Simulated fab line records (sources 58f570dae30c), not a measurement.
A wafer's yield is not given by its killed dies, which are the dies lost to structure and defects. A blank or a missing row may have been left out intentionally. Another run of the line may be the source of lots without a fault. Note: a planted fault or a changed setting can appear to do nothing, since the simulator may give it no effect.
The tool behind it: which one? + flow berkeley-cmos170 + 14 lots, 42 wafers sampled, at 2 steps of a route of 331

WHAT THE GAUGES READ, wafer by wafer
UCB170_M2_CD_MEAS_15: the cd target is 700 nm.
| lot  | measured     | on        | cd-nm (nm)        |
|------|--------------|-----------|-------------------|
| L791 | day 8 11:50  | cd-sem-01 | 703.0 701.9 701.0 |
| L788 | day 8 12:41  | cd-sem-02 | 698.9 701.2 699.9 |
| L789 | day 8 12:57  | cd-sem-02 | 699.5 700.0 702.1 |
| L792 | day 8 20:44  | cd-sem-01 | 698.2 700.0 700.0 |
| L793 | day 9 06:17  | cd-sem-01 | 702.5 702.2 701.8 |
| L796 | day 9 08:04  | cd-sem-01 | 700.0 700.5 700.0 |
| L794 | day 9 08:35  | cd-sem-01 | 698.6 699.3 699.1 |
| L799 | day 10 07:33 | cd-sem-01 | 700.2 701.1 699.9 |
| L802 | day 11 00:51 | cd-sem-01 | 671.4 668.9 670.6 |
| L805 | day 11 01:26 | cd-sem-02 | 677.1 675.6 676.7 |
| L807 | day 12 06:33 | cd-sem-02 | 698.9 699.8 698.1 |
| L808 | day 12 06:35 | cd-sem-01 | 699.3 698.2 697.6 |
| L809 | day 12 06:51 | cd-sem-02 | 699.7 698.1 698.4 |
| L811 | day 12 15:23 | cd-sem-01 | 701.8 699.9 699.9 |

EACH LOT AND THE TOOL THAT RAN IT (in order: tool; ch and the chambers of the sampled wafers; start)
| lot  | UCB170_M2_PEB_13                  |
|------|-----------------------------------|
| L791 | litho-track-02 ch 0, day 8 11:00  |
| L788 | litho-track-04 ch 0, day 8 12:25  |
| L789 | litho-track-01 ch 0, day 8 12:41  |
| L792 | litho-track-02 ch 0, day 8 20:28  |
| L793 | litho-track-04 ch 0, day 9 06:01  |
| L796 | litho-track-02 ch 0, day 9 07:48  |
| L794 | litho-track-04 ch 0, day 9 08:19  |
| L799 | litho-track-04 ch 0, day 10 07:16 |
| L802 | litho-track-04 ch 0, day 11 00:35 |
| L805 | litho-track-04 ch 0, day 11 01:11 |
| L807 | litho-track-01 ch 0, day 12 06:17 |
| L808 | litho-track-02 ch 0, day 12 06:19 |
| L809 | litho-track-01 ch 0, day 12 06:35 |
| L811 | litho-track-02 ch 0, day 12 15:06 |
- UCB170_M2_PEB_13

WHAT THE TOOLS THEMSELVES READ (means of the sampled wafers that have a number; where no wafer has one, the mark that the record gives instead)
UCB170_M2_PEB_13.
| lot  | tool           | heater-power-total-W (W) | plate-temp-C (C) |
|------|----------------|--------------------------|------------------|
| L791 | litho-track-02 | 56.81                    | 129.94           |
| L788 | litho-track-04 | 56.83                    | 130.05           |
| L789 | litho-track-01 | 56.77                    | 130.04           |
| L792 | litho-track-02 | 56.81                    | 130.00           |
| L793 | litho-track-04 | 56.80                    | 130.06           |
| L796 | litho-track-02 | 56.79                    | 129.91           |
| L794 | litho-track-04 | 56.80                    | 130.00           |
| L799 | litho-track-04 | 56.74                    | 129.90           |
| L802 | litho-track-04 | 60.77                    | 136.74           |
| L805 | litho-track-04 | 60.74                    | 136.81           |
| L807 | litho-track-01 | 56.79                    | 129.89           |
| L808 | litho-track-02 | 56.81                    | 129.98           |
| L809 | litho-track-01 | 56.79                    | 129.98           |
| L811 | litho-track-02 | 56.82                    | 129.92           |

THE ANSWER, worked out from the rows above alone
Rule: usual is defined by the lots themselves. The widest of any qualifying gaps counts: lots, ordered by their means at a reading, are off when they make up no more than a third of the lots, leave a main group of 4 or more, and stand apart from it by 3 or more times the standard deviation of that group's means. If all means in a main group match to the digits the tables above print for the reading, that group is not used. A lot without any number at a reading at which 4 lots or more have one is off too. The other lots that the step has rows for count as sound. The gauges are gone through in route order, then the tools' own readings, and for those a lot's mean is taken as printed above. The first step at which some lot is off is used, and at that step the reading that is off furthest; a lot without a number counts as furthest.
Off, at UCB170_M2_CD_MEAS_15 on cd-nm: L802, L805. The main group: mean 700.0 nm, standard deviation 1.2.
If a tool, at a process step before that reading, ran all the lots that are off and no sound lot after the first of them, it fits. Not tried: the gauges at UCB170_M2_CD_MEAS_15; whatever is off there is also off at UCB170_M2_PEB_13, on other tools, and gauge error can't account for it. One candidate fits, namely litho-track-04 at UCB170_M2_PEB_13. Its last sound lot is L799 (day 10 07:16), its first lot that is off L802 (day 11 00:35): a fault that began between those two fits.
The tool's own readings at UCB170_M2_PEB_13 bear it out: on the lots that are off they differ by more than 5 times the standard deviation of the sound lots' means. heater-power-total-W reads 60.76 W there against 56.80 W on the sound lots; plate-temp-C reads 136.78 C there against 129.97 C on the sound lots.

WHAT HAD BEEN PUT IN BY THE SIMULATOR
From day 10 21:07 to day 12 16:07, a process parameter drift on litho-track-04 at UCB170_M2_PEB_13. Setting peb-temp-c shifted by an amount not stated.
Struck lots among those shown: L802, L805. This agrees with what the rule above found.
